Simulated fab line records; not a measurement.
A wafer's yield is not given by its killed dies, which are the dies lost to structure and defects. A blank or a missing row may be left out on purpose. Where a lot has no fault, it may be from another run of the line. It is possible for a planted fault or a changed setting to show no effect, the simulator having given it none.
Problem report in the 8D (eight disciplines) form, filled by code / flow rit-cmos / the parts of the form that need people (team, actions taken, sign-off) are left out

== 1. PROBLEM STATEMENT ==
Mean of rf-fwd-power-W at RIT_M1_METAL_ETCH_12: 279.5 W across 3 wafers in 2 lots; on wafers with no fault it is 249.1 W (standard deviation 0.68). Measured from the usual mean, that is +45 standard deviations.
The step: etches Al in Cl2/BCl3, stops on SiO2, time 165 s, target depth 600 nm.
First seen on wafer L484.3, day 6 04:46, on rie-metal-04. At this step, 42 wafers from 14 lots have a number in the record. Rule for "out", or "out of limits": more than 4 standard deviations from the usual mean. Any other wafer with a number is counted as sound.

== 2. WHAT IT IS, AND WHAT IT ISN'T ==
question=which readings at this step | is=rf-fwd-power-W | is not=drypump-motor-current-A, oes-product-au, throttle-valve-pct
question=which lots | is=L484, L487 | is not=L477, L479, L480, L481, L482, L483, L491, L492, L493, L495, L496, L499
question=which wafers of those lots | is=L484.3, L487.1, L487.6 | is not=L484.1, L484.4, L487.5
question=read on which tools | is=rie-metal-04 | is not=rie-metal-02, rie-metal-03
question=when | is=from day 6 04:46 | is not=up to then (17 sound wafers); but 22 sound wafers of L481, L487, L491, L492, L493, L495, L496, L499 came after

== 3. WHAT RULES OUT EACH SUSPECT ==
Counting: a tool at a process step up to the reading stays a suspect if it ran every lot that is out. Sound lots after the first of them don't rule it out here, since some wafers of a struck lot are sound.
- rie-metal-04 at RIT_M1_METAL_ETCH_12 (etches Al in Cl2/BCl3, stops on SiO2, time 165 s, target depth 600 nm): kept. It ran every lot that is out, first L484 (day 6 04:46); its last sound lot up to then is L480 (day 5 14:47). Its own rf-fwd-power-W readings are out on those wafers.
- Within rie-metal-04 at RIT_M1_METAL_ETCH_12: the wafers that are out ran in chamber 0; their sound lot-mates ran in chamber 1.
The count leaves rie-metal-04 at RIT_M1_METAL_ETCH_12.

== 4. THE CAUSE (what the simulator had put in) ==
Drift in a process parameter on rie-metal-04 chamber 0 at RIT_M1_METAL_ETCH_12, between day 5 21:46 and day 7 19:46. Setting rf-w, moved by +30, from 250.
This tool alone remained once counting was done.

== 5. THE CHAIN OF EFFECTS, in route order ==
One row per reading whose mean, taken over the struck wafers that have a number, lies over 3 standard deviations from the usual. Only readings for which the record gives a usual standard deviation are gone through. hours: the time from each lot's start at the first step in this table that gives one to its start at this step, as a median over the lots. sigmas: the change in usual standard deviations.
hours=0; step=RIT_M1_METAL_ETCH_12; reading=rf-fwd-power-W; usual=249.1 W; on struck wafers=279.5; change=+30.4; sigmas=+45
Process steps it contains:
- RIT_M1_METAL_ETCH_12: etches Al in Cl2/BCl3, stops on SiO2, time 165 s, target depth 600 nm.

== 6. WHAT WOULD HAVE CAUGHT IT SOONER ==
In this record the first reading out of limits was taken at day 6 04:46, 7 hours after the fault began at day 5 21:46.
